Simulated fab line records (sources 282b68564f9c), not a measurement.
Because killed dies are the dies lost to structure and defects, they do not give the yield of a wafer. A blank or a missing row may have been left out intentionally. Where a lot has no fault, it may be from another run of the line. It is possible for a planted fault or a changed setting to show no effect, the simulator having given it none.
Problem report, 8D (eight disciplines) form, completed by code ; flow rit cmos ; the parts of the form that need people (team, actions taken, sign-off) are left out

== 1. THE ISSUE ==
Across 9 wafers from 3 lots, PRETRO_OVL at RIT_PRETRO_OVL_MEAS_06 averages -149.5 nm, while fault-free wafers read -0.2 nm with a standard deviation of 1.4. So: -99 or more standard deviations from the usual mean.
Earliest sighting: wafer L817.1 on overlay-02 at day 4 21:42. The record has a number at this step for 42 wafers belonging to 14 lots. By rule, "out" or "out of limits" means more than 4 standard deviations away from the usual mean. Any other wafer with a number is counted as sound.

== 2. WHAT IT IS; WHAT IT IS NOT ==
question;is;is not
which readings at this step;PRETRO_OVL;-
which lots;L817, L820, L821;L805, L806, L807, L808, L809, L810, L811, L814, L815, L818, L823
which wafers of those lots;all that have a number;-
read on which gauges;overlay-01, overlay-02;-
when;from day 4 21:42;"up to then (27 sound wafers); but 6 sound wafers of L818, L823 came after"

== 3. THE SUSPECTS, EACH WITH WHAT RULES IT OUT ==
Counting: a tool at any process step up to the reading remains a suspect when it ran all the lots that are out and ran no sound lot after the first of those.
- the gauge at RIT_PRETRO_OVL_MEAS_06: ruled out. Those wafers that are out were read across 2 gauges (overlay-01, overlay-02).
- iline stepper-01 at RIT_PRETRO_EXPOSE_03 (exposes mask M5, target cd 43700 nm): kept. It ran every lot that is out, first L817 (day 4 21:16), and no sound lot after that.
The count leaves iline stepper-01 at RIT_PRETRO_EXPOSE_03.

== 4. THE CAUSE (what the simulator had put in) ==
Scanner matching overlay: iline stepper-01, from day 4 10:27 on, at RIT_PRETRO_EXPOSE_03. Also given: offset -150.
Only this tool survived the counting.

== 5. SEQUENCE OF EFFECTS, ordered by route ==
Each row: a reading where the mean over the struck wafers with a number is more than 3 standard deviations away from the usual. Readings are gone through only where the record gives a usual standard deviation; hours: the median, over the lots, of the time from a lot's start at the first step in this table giving one to that lot's start at this step; sigmas: the change measured in usual standard deviations.
hours;step;reading;usual;on struck wafers;change;sigmas
0;RIT_PRETRO_OVL_MEAS_06;PRETRO_OVL;-0.2 nm;-149.5;-149.3;-99 or more
Later steps that measure or inspect, where all struck wafers having a row at the step show a number for every such reading and not one has moved that far: RIT_GATE_CD_MEAS_90.

== 6. WHAT WOULD HAVE CAUGHT IT SOONER ==
Counted from the fault's start at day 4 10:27, it took 11 hours until the first out-of-limits reading at a measuring or inspecting step in this record, taken at day 4 21:42.
Tool readings at RIT_PRETRO_EXPOSE_03 with a usual standard deviation given in the record: none out on any struck wafer, hence no alarm at a limit of 4 standard deviations on them.
Lots out: 3; of these, L820, L821 started RIT_PRETRO_EXPOSE_03 on iline stepper-01 after day 4 21:42. A hold on the tool at that time would have spared those 2.
